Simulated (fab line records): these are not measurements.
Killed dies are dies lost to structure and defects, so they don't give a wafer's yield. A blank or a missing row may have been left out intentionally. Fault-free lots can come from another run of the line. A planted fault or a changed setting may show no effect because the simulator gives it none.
Which tool was responsible? :: flow berkeleyCmos170 :: 24 lots, 72 wafers sampled, at 5 steps of a route of 331

## WHAT EACH GAUGE READ, for each wafer
UCB170_NWELL_THK_MEAS_02.
lot: L074
measured: day 2 08:44
on: filmMetro-02
NWELL_OXIDE_THK (nm): 26.4 26.7 26.3

lot: L075
measured: day 2 08:44
on: filmMetro-01
NWELL_OXIDE_THK (nm): 26.3 26.5 26.4

lot: L076
measured: day 2 18:43
on: filmMetro-04
NWELL_OXIDE_THK (nm): 27.4 27.1 27.3

lot: L077
measured: day 2 18:45
on: filmMetro-01
NWELL_OXIDE_THK (nm): 26.2 26.4 26.5

lot: L078
measured: day 3 01:40
on: filmMetro-01
NWELL_OXIDE_THK (nm): 26.7 26.8 26.7

lot: L080
measured: day 3 09:51
on: filmMetro-01
NWELL_OXIDE_THK (nm): 26.5 26.4 26.6

lot: L081
measured: day 3 09:51
on: filmMetro-04
NWELL_OXIDE_THK (nm): 26.9 26.7 26.7

lot: L079
measured: day 3 09:52
on: filmMetro-02
NWELL_OXIDE_THK (nm): 26.2 26.2 26.0

lot: L082
measured: day 3 19:43
on: filmMetro-02
NWELL_OXIDE_THK (nm): 26.2 26.6 27.0

lot: L083
measured: day 4 01:10
on: filmMetro-04
NWELL_OXIDE_THK (nm): 26.7 26.5 26.6

lot: L084
measured: day 4 05:01
on: filmMetro-02
NWELL_OXIDE_THK (nm): 25.9 26.0 25.9

lot: L085
measured: day 4 11:32
on: filmMetro-02
NWELL_OXIDE_THK (nm): 26.2 26.5 26.6

lot: L086
measured: day 4 14:13
on: filmMetro-02
NWELL_OXIDE_THK (nm): 27.0 26.9 26.9

lot: L087
measured: day 4 20:28
on: filmMetro-01
NWELL_OXIDE_THK (nm): 26.3 26.3 26.5

lot: L089
measured: day 5 02:59
on: filmMetro-02
NWELL_OXIDE_THK (nm): 27.0 26.7 26.6

lot: L088
measured: day 5 03:01
on: filmMetro-04
NWELL_OXIDE_THK (nm): 25.9 25.8 25.9

lot: L090
measured: day 5 18:10
on: filmMetro-01
NWELL_OXIDE_THK (nm): 26.4 26.4 26.6

lot: L092
measured: day 6 02:17
on: filmMetro-04
NWELL_OXIDE_THK (nm): 26.6 26.4 26.9

lot: L091
measured: day 6 02:18
on: filmMetro-01
NWELL_OXIDE_THK (nm): 26.1 26.8 26.7

lot: L093
measured: day 6 02:18
on: filmMetro-02
NWELL_OXIDE_THK (nm): 25.5 25.9 25.6

lot: L094
measured: day 6 02:21
on: filmMetro-01
NWELL_OXIDE_THK (nm): 26.1 26.1 26.1

lot: L095
measured: day 6 12:11
on: filmMetro-01
NWELL_OXIDE_THK (nm): 27.3 27.4 27.3

lot: L097
measured: day 6 17:48
on: filmMetro-04
NWELL_OXIDE_THK (nm): 27.1 27.3 26.8

lot: L096
measured: day 6 17:49
on: filmMetro-01
NWELL_OXIDE_THK (nm): 26.6 26.6 26.7

UCB170_ACTIVE_THK_MEAS_06.
lot: L074
measured: day 4 13:36
on: filmMetro-03
ACTIVE_NITRIDE_THK (nm): 221.3 222.3 222.0

lot: L075
measured: day 4 13:32
on: filmMetro-03
ACTIVE_NITRIDE_THK (nm): 223.0 222.5 222.2

lot: L076
measured: day 5 14:28
on: filmMetro-02
ACTIVE_NITRIDE_THK (nm): 221.5 221.9 221.6

lot: L077
measured: day 5 14:30
on: filmMetro-03
ACTIVE_NITRIDE_THK (nm): 217.9 220.2 217.2

lot: L078
measured: day 5 14:29
on: filmMetro-04
ACTIVE_NITRIDE_THK (nm): 221.6 221.4 219.0

lot: L080
measured: day 6 05:55
on: filmMetro-02
ACTIVE_NITRIDE_THK (nm): 222.3 222.5 222.5

lot: L081
measured: day 6 05:55
on: filmMetro-04
ACTIVE_NITRIDE_THK (nm): 221.7 221.2 221.6

lot: L079
measured: day 6 05:56
on: filmMetro-03
ACTIVE_NITRIDE_THK (nm): 219.5 220.3 220.8

lot: L082
measured: day 6 11:26
on: filmMetro-03
ACTIVE_NITRIDE_THK (nm): 223.2 223.2 223.2

lot: L083
measured: day 6 20:17
on: filmMetro-02
ACTIVE_NITRIDE_THK (nm): 219.3 220.7 220.1

lot: L084
measured: day 6 20:17
on: filmMetro-03
ACTIVE_NITRIDE_THK (nm): 220.0 220.2 219.9

lot: L085
measured: day 7 02:33
on: filmMetro-02
ACTIVE_NITRIDE_THK (nm): 223.8 223.6 222.6

lot: L086
measured: day 7 02:33
on: filmMetro-03
ACTIVE_NITRIDE_THK (nm): 221.5 222.4 221.4

lot: L087
measured: day 7 12:29
on: filmMetro-02
ACTIVE_NITRIDE_THK (nm): 220.5 220.3 221.9

lot: L089
measured: day 7 12:29
on: filmMetro-04
ACTIVE_NITRIDE_THK (nm): 219.4 220.2 223.4

lot: L088
measured: day 7 12:30
on: filmMetro-03
ACTIVE_NITRIDE_THK (nm): 221.9 219.9 220.7

lot: L090
measured: day 8 06:55
on: filmMetro-03
ACTIVE_NITRIDE_THK (nm): 214.2 214.6 217.3

lot: L092
measured: day 9 03:29
on: filmMetro-02
ACTIVE_NITRIDE_THK (nm): 219.3 217.3 217.2

lot: L091
measured: day 8 16:52
on: filmMetro-03
ACTIVE_NITRIDE_THK (nm): 216.8 216.9 217.3

lot: L093
measured: day 8 16:52
on: filmMetro-04
ACTIVE_NITRIDE_THK (nm): 220.3 219.2 218.4

lot: L094
measured: day 8 16:51
on: filmMetro-02
ACTIVE_NITRIDE_THK (nm): 221.5 217.7 218.9

lot: L095
measured: day 9 03:29
on: filmMetro-03
ACTIVE_NITRIDE_THK (nm): 218.4 218.4 219.1

lot: L097
measured: day 9 10:48
on: filmMetro-04
ACTIVE_NITRIDE_THK (nm): 217.4 218.2 218.2

lot: L096
measured: day 9 10:45
on: filmMetro-04
ACTIVE_NITRIDE_THK (nm): 214.5 215.0 217.8

UCB170_NLDD_OVL_MEAS_07.
lot: L074
measured: day 7 10:25
on: overlay-02
NLDD_OVL (nm): 2 6 0

lot: L075
measured: day 7 09:50
on: overlay-02
NLDD_OVL (nm): 10 9 13

lot: L076
measured: day 7 21:58
on: overlay-02
NLDD_OVL (nm): 12 1 5

lot: L077
measured: day 7 22:52
on: overlay-02
NLDD_OVL (nm): -3 -1 2

lot: L078
measured: day 7 22:32
on: overlay-01
NLDD_OVL (nm): 9 -4 0

lot: L080
measured: day 8 15:47
on: overlay-02
NLDD_OVL (nm): 8 -2 10

lot: L081
measured: day 8 15:14
on: overlay-02
NLDD_OVL (nm): 3 5 8

lot: L079
measured: day 8 15:59
on: overlay-01
NLDD_OVL (nm): -6 0 -6

lot: L082
measured: day 9 02:16
on: overlay-01
NLDD_OVL (nm): 1 3 -3

lot: L083
measured: day 9 11:08
on: overlay-01
NLDD_OVL (nm): 2 2 5

lot: L084
measured: day 9 10:53
on: overlay-01
NLDD_OVL (nm): 6 12 2

lot: L085
measured: day 9 10:22
on: overlay-01
NLDD_OVL (nm): 1 -3 3

lot: L086
measured: day 9 11:22
on: overlay-01
NLDD_OVL (nm): 7 8 1

lot: L087
measured: day 10 00:20
on: overlay-01
NLDD_OVL (nm): -3 7 5

lot: L089
measured: day 10 00:29
on: overlay-01
NLDD_OVL (nm): 10 12 4

lot: L088
measured: day 10 00:37
on: overlay-01
NLDD_OVL (nm): -6 6 0

lot: L090
measured: day 10 16:57
on: overlay-02
NLDD_OVL (nm): 11 8 9

lot: L092
measured: day 11 16:38
on: overlay-02
NLDD_OVL (nm): 9 6 8

lot: L091
measured: day 11 05:05
on: overlay-01
NLDD_OVL (nm): -4 -10 -2

lot: L093
measured: day 11 06:11
on: overlay-02
NLDD_OVL (nm): -2 -6 -2

lot: L094
measured: day 11 06:17
on: overlay-01
NLDD_OVL (nm): 4 2 12

lot: L095
measured: day 11 16:14
on: overlay-01
NLDD_OVL (nm): 8 3 1

lot: L097
measured: day 11 16:55
on: overlay-02
NLDD_OVL (nm): 3 4 2

lot: L096
measured: day 11 16:31
on: overlay-01
NLDD_OVL (nm): 3 0 0

## EACH LOT AND THE TOOL THAT RAN IT (in order: tool; ch and the chambers of the sampled wafers; start)
lot: L074
UCB170_NWELL_ETCH_13: rieDiel-02 ch 0,3, day 2 18:34
UCB170_ACTIVE_ETCH_15: rieDiel-02 ch 0,2,3, day 4 16:11

lot: L075
UCB170_NWELL_ETCH_13: rieDiel-04 ch 0,2,3, day 2 18:51
UCB170_ACTIVE_ETCH_15: rieDiel-03 ch 0,2, day 4 16:09

lot: L076
UCB170_NWELL_ETCH_13: rieDiel-02 ch 0,1,2, day 3 06:37
UCB170_ACTIVE_ETCH_15: rieDiel-01 ch 0,1, day 5 15:52

lot: L077
UCB170_NWELL_ETCH_13: rieDiel-04 ch 1,2,3, day 3 06:40
UCB170_ACTIVE_ETCH_15: rieDiel-02 ch 1,2, day 5 16:35

lot: L078
UCB170_NWELL_ETCH_13: rieDiel-02 ch 2,3, day 3 08:28
UCB170_ACTIVE_ETCH_15: rieDiel-03 ch 0,1,2, day 5 15:55

lot: L080
UCB170_NWELL_ETCH_13: rieDiel-02 ch 0,2,3, day 3 19:53
UCB170_ACTIVE_ETCH_15: rieDiel-02 ch 0,1, day 6 08:04

lot: L081
UCB170_NWELL_ETCH_13: rieDiel-03 ch 0,3, day 3 20:05
UCB170_ACTIVE_ETCH_15: rieDiel-01 ch 1,2,3, day 6 07:49

lot: L079
UCB170_NWELL_ETCH_13: rieDiel-04 ch 1,2,3, day 3 19:37
UCB170_ACTIVE_ETCH_15: rieDiel-02 ch 0,1, day 6 07:08

lot: L082
UCB170_NWELL_ETCH_13: rieDiel-03 ch 0,1,2, day 4 04:56
UCB170_ACTIVE_ETCH_15: rieDiel-02 ch 0,1,2, day 6 14:00

lot: L083
UCB170_NWELL_ETCH_13: rieDiel-02 ch 1,2,3, day 4 11:27
UCB170_ACTIVE_ETCH_15: rieDiel-03 ch 1,2,3, day 6 21:42

lot: L084
UCB170_NWELL_ETCH_13: rieDiel-03 ch 2,3, day 4 13:06
UCB170_ACTIVE_ETCH_15: rieDiel-01 ch 0,1, day 6 21:28

lot: L085
UCB170_NWELL_ETCH_13: rieDiel-03 ch 0,2, day 4 20:46
UCB170_ACTIVE_ETCH_15: rieDiel-01 ch 0,1,2, day 7 04:05

lot: L086
UCB170_NWELL_ETCH_13: rieDiel-04 ch 0,2,3, day 4 20:40
UCB170_ACTIVE_ETCH_15: rieDiel-03 ch 2,3, day 7 04:13

lot: L087
UCB170_NWELL_ETCH_13: rieDiel-02 ch 0,1,3, day 5 09:51
UCB170_ACTIVE_ETCH_15: rieDiel-02 ch 0,1,3, day 7 14:05

lot: L089
UCB170_NWELL_ETCH_13: rieDiel-04 ch 0,2, day 5 10:07
UCB170_ACTIVE_ETCH_15: rieDiel-01 ch 1,3, day 7 13:41

lot: L088
UCB170_NWELL_ETCH_13: rieDiel-02 ch 0,3, day 5 10:24
UCB170_ACTIVE_ETCH_15: rieDiel-03 ch 2,3, day 7 13:55

lot: L090
UCB170_NWELL_ETCH_13: rieDiel-04 ch 2,3, day 6 03:17
UCB170_ACTIVE_ETCH_15: rieDiel-01 ch 2,3, day 8 07:58

lot: L092
UCB170_NWELL_ETCH_13: rieDiel-03 ch 0,2,3, day 6 13:26
UCB170_ACTIVE_ETCH_15: rieDiel-03 ch 0,1, day 9 05:23

lot: L091
UCB170_NWELL_ETCH_13: rieDiel-02 ch 0,1,3, day 6 13:42
UCB170_ACTIVE_ETCH_15: rieDiel-03 ch 2,3, day 8 18:04

lot: L093
UCB170_NWELL_ETCH_13: rieDiel-04 ch 0,1,3, day 6 12:59
UCB170_ACTIVE_ETCH_15: rieDiel-02 ch 1,2,3, day 8 18:20

lot: L094
UCB170_NWELL_ETCH_13: rieDiel-04 ch 0,2, day 6 13:32
UCB170_ACTIVE_ETCH_15: rieDiel-01 ch 1,3, day 8 18:14

lot: L095
UCB170_NWELL_ETCH_13: rieDiel-02 ch 0,2,3, day 6 20:11
UCB170_ACTIVE_ETCH_15: rieDiel-02 ch 0,1,2, day 9 05:16

lot: L097
UCB170_NWELL_ETCH_13: rieDiel-02 ch 0,2, day 7 04:18
UCB170_ACTIVE_ETCH_15: rieDiel-03 ch 2,3, day 9 12:23

lot: L096
UCB170_NWELL_ETCH_13: rieDiel-04 ch 0,2, day 7 05:19
UCB170_ACTIVE_ETCH_15: rieDiel-02 ch 0,1,3, day 9 12:08
- UCB170_NWELL_ETCH_13: etches Si3N4 in CH3F/Ar/O2, stops on SiO2, target depth 246.4 nm, time 154 s.
- UCB170_ACTIVE_ETCH_15: etches Si3N4 in CH3F/Ar/O2, stops on SiO2, target depth 242 nm, time 151 s.

## AS READ BY THE TOOLS THEMSELVES (means over the sampled wafers that have a number; for cases with no such wafer, the mark the record gives instead)
UCB170_NWELL_ETCH_13.
lot: L074
tool: rieDiel-02
drypumpMotorCurrentA (A): 5.8
mfcArSccm (sccm): 49.91
oesProductAu (a.u.): 0.934
throttleValvePct (%): 7.99

lot: L075
tool: rieDiel-04
drypumpMotorCurrentA (A): 5.3
mfcArSccm (sccm): 50.07
oesProductAu (a.u.): 0.930
throttleValvePct (%): 8.14

lot: L076
tool: rieDiel-02
drypumpMotorCurrentA (A): 5.5
mfcArSccm (sccm): 50.06
oesProductAu (a.u.): 0.947
throttleValvePct (%): 8.07

lot: L077
tool: rieDiel-04
drypumpMotorCurrentA (A): 5.1
mfcArSccm (sccm): 50.11
oesProductAu (a.u.): 0.929
throttleValvePct (%): 8.06

lot: L078
tool: rieDiel-02
drypumpMotorCurrentA (A): 5.8
mfcArSccm (sccm): 49.99
oesProductAu (a.u.): 0.929
throttleValvePct (%): 7.96

lot: L080
tool: rieDiel-02
drypumpMotorCurrentA (A): 5.6
mfcArSccm (sccm): 50.00
oesProductAu (a.u.): 0.945
throttleValvePct (%): 8.02

lot: L081
tool: rieDiel-03
drypumpMotorCurrentA (A): 6.0
mfcArSccm (sccm): 50.01
oesProductAu (a.u.): 0.960
throttleValvePct (%): 7.92

lot: L079
tool: rieDiel-04
drypumpMotorCurrentA (A): 5.2
mfcArSccm (sccm): 50.07
oesProductAu (a.u.): 0.923
throttleValvePct (%): 8.07

lot: L082
tool: rieDiel-03
drypumpMotorCurrentA (A): 5.9
mfcArSccm (sccm): 50.02
oesProductAu (a.u.): 0.946
throttleValvePct (%): 8.04

lot: L083
tool: rieDiel-02
drypumpMotorCurrentA (A): 5.6
mfcArSccm (sccm): 50.05
oesProductAu (a.u.): 0.932
throttleValvePct (%): 8.00

lot: L084
tool: rieDiel-03
drypumpMotorCurrentA (A): 5.6
mfcArSccm (sccm): 49.96
oesProductAu (a.u.): 0.942
throttleValvePct (%): 8.03

lot: L085
tool: rieDiel-03
drypumpMotorCurrentA (A): 5.9
mfcArSccm (sccm): 50.04
oesProductAu (a.u.): 0.962
throttleValvePct (%): 7.98

lot: L086
tool: rieDiel-04
drypumpMotorCurrentA (A): 5.3
mfcArSccm (sccm): 50.04
oesProductAu (a.u.): 0.933
throttleValvePct (%): 8.15

lot: L087
tool: rieDiel-02
drypumpMotorCurrentA (A): 5.7
mfcArSccm (sccm): 50.10
oesProductAu (a.u.): 0.959
throttleValvePct (%): 8.04

lot: L089
tool: rieDiel-04
drypumpMotorCurrentA (A): 5.3
mfcArSccm (sccm): 49.96
oesProductAu (a.u.): 0.919
throttleValvePct (%): 8.18

lot: L088
tool: rieDiel-02
drypumpMotorCurrentA (A): 5.7
mfcArSccm (sccm): 50.04
oesProductAu (a.u.): 0.945
throttleValvePct (%): 8.08

lot: L090
tool: rieDiel-04
drypumpMotorCurrentA (A): 5.3
mfcArSccm (sccm): 50.03
oesProductAu (a.u.): 0.933
throttleValvePct (%): 8.19

lot: L092
tool: rieDiel-03
drypumpMotorCurrentA (A): 5.9
mfcArSccm (sccm): 50.10
oesProductAu (a.u.): 0.952
throttleValvePct (%): 7.97

lot: L091
tool: rieDiel-02
drypumpMotorCurrentA (A): 5.7
mfcArSccm (sccm): 50.02
oesProductAu (a.u.): 0.950
throttleValvePct (%): 8.04

lot: L093
tool: rieDiel-04
drypumpMotorCurrentA (A): 5.2
mfcArSccm (sccm): 50.14
oesProductAu (a.u.): 0.942
throttleValvePct (%): 8.03

lot: L094
tool: rieDiel-04
drypumpMotorCurrentA (A): 5.3
mfcArSccm (sccm): 50.19
oesProductAu (a.u.): 0.933
throttleValvePct (%): 8.17

lot: L095
tool: rieDiel-02
drypumpMotorCurrentA (A): 5.6
mfcArSccm (sccm): 50.04
oesProductAu (a.u.): 0.947
throttleValvePct (%): 8.02

lot: L097
tool: rieDiel-02
drypumpMotorCurrentA (A): 5.4
mfcArSccm (sccm): 49.92
oesProductAu (a.u.): 0.938
throttleValvePct (%): 8.05

lot: L096
tool: rieDiel-04
drypumpMotorCurrentA (A): 5.3
mfcArSccm (sccm): 50.05
oesProductAu (a.u.): 0.926
throttleValvePct (%): 8.17

UCB170_ACTIVE_ETCH_15.
lot: L074
tool: rieDiel-02
drypumpMotorCurrentA (A): 5.6
mfcArSccm (sccm): 50.03
oesProductAu (a.u.): 0.945
throttleValvePct (%): 8.03

lot: L075
tool: rieDiel-03
drypumpMotorCurrentA (A): 6.1
mfcArSccm (sccm): 50.03
oesProductAu (a.u.): 0.965
throttleValvePct (%): 7.92

lot: L076
tool: rieDiel-01
drypumpMotorCurrentA (A): 5.9
mfcArSccm (sccm): 49.95
oesProductAu (a.u.): 0.945
throttleValvePct (%): 7.91

lot: L077
tool: rieDiel-02
drypumpMotorCurrentA (A): 5.5
mfcArSccm (sccm): 49.94
oesProductAu (a.u.): 0.927
throttleValvePct (%): 8.06

lot: L078
tool: rieDiel-03
drypumpMotorCurrentA (A): 5.9
mfcArSccm (sccm): 50.15
oesProductAu (a.u.): 0.949
throttleValvePct (%): 8.04

lot: L080
tool: rieDiel-02
drypumpMotorCurrentA (A): 5.6
mfcArSccm (sccm): 50.07
oesProductAu (a.u.): 0.948
throttleValvePct (%): 8.10

lot: L081
tool: rieDiel-01
drypumpMotorCurrentA (A): 5.6
mfcArSccm (sccm): 50.10
oesProductAu (a.u.): 0.947
throttleValvePct (%): 8.08

lot: L079
tool: rieDiel-02
drypumpMotorCurrentA (A): 5.6
mfcArSccm (sccm): 49.93
oesProductAu (a.u.): 0.943
throttleValvePct (%): 8.11

lot: L082
tool: rieDiel-02
drypumpMotorCurrentA (A): 5.5
mfcArSccm (sccm): 50.02
oesProductAu (a.u.): 0.948
throttleValvePct (%): 8.07

lot: L083
tool: rieDiel-03
drypumpMotorCurrentA (A): 5.7
mfcArSccm (sccm): 50.15
oesProductAu (a.u.): 0.930
throttleValvePct (%): 8.10

lot: L084
tool: rieDiel-01
drypumpMotorCurrentA (A): 5.9
mfcArSccm (sccm): 50.02
oesProductAu (a.u.): 0.941
throttleValvePct (%): 7.91

lot: L085
tool: rieDiel-01
drypumpMotorCurrentA (A): 5.6
mfcArSccm (sccm): 49.99
oesProductAu (a.u.): 0.948
throttleValvePct (%): 8.02

lot: L086
tool: rieDiel-03
drypumpMotorCurrentA (A): 5.7
mfcArSccm (sccm): 50.12
oesProductAu (a.u.): 0.936
throttleValvePct (%): 8.04

lot: L087
tool: rieDiel-02
drypumpMotorCurrentA (A): 5.7
mfcArSccm (sccm): 49.83
oesProductAu (a.u.): 0.942
throttleValvePct (%): 8.04

lot: L089
tool: rieDiel-01
drypumpMotorCurrentA (A): 5.5
mfcArSccm (sccm): 49.91
oesProductAu (a.u.): 0.943
throttleValvePct (%): 7.95

lot: L088
tool: rieDiel-03
drypumpMotorCurrentA (A): 5.7
mfcArSccm (sccm): 50.03
oesProductAu (a.u.): 0.926
throttleValvePct (%): 8.03

lot: L090
tool: rieDiel-01
drypumpMotorCurrentA (A): 5.7
mfcArSccm (sccm): 49.98
oesProductAu (a.u.): 0.930
throttleValvePct (%): 8.21

lot: L092
tool: rieDiel-03
drypumpMotorCurrentA (A): 5.9
mfcArSccm (sccm): 50.11
oesProductAu (a.u.): 0.935
throttleValvePct (%): 8.09

lot: L091
tool: rieDiel-03
drypumpMotorCurrentA (A): 5.7
mfcArSccm (sccm): 50.01
oesProductAu (a.u.): 0.928
throttleValvePct (%): 8.04

lot: L093
tool: rieDiel-02
drypumpMotorCurrentA (A): 5.6
mfcArSccm (sccm): 49.87
oesProductAu (a.u.): 0.933
throttleValvePct (%): 8.00

lot: L094
tool: rieDiel-01
drypumpMotorCurrentA (A): 5.9
mfcArSccm (sccm): 49.94
oesProductAu (a.u.): 0.948
throttleValvePct (%): 8.01

lot: L095
tool: rieDiel-02
drypumpMotorCurrentA (A): 5.5
mfcArSccm (sccm): 50.01
oesProductAu (a.u.): 0.932
throttleValvePct (%): 8.08

lot: L097
tool: rieDiel-03
drypumpMotorCurrentA (A): 5.7
mfcArSccm (sccm): 50.15
oesProductAu (a.u.): 0.923
throttleValvePct (%): 8.03

lot: L096
tool: rieDiel-02
drypumpMotorCurrentA (A): 5.7
mfcArSccm (sccm): 50.06
oesProductAu (a.u.): 0.927
throttleValvePct (%): 8.05

## THE ANSWER, worked out from the rows above alone
Rule: what is usual is taken from the lots themselves. Put in order of their means at a reading, lots are off if they are a third of the lots or fewer, leave a main group of 4 or more, and stand apart from it by a gap of 3 or more times the standard deviation of the main group's means; of several such gaps the widest counts. A main group is skipped when, at the precision printed for the reading in the tables above, its means are all equal. A lot without any number at a reading at which 4 lots or more have one is off too. Any other lot the step has rows for is counted as sound. First the gauges in route order, then the tools' own readings, where a lot's mean is used as printed above. The first step at which some lot is off is used, and at that step the reading that is off furthest; a lot without a number counts as furthest.
Across all readings shown, no lot is off: no conclusion can be drawn from this.

## WHAT THE SIMULATOR PUT IN
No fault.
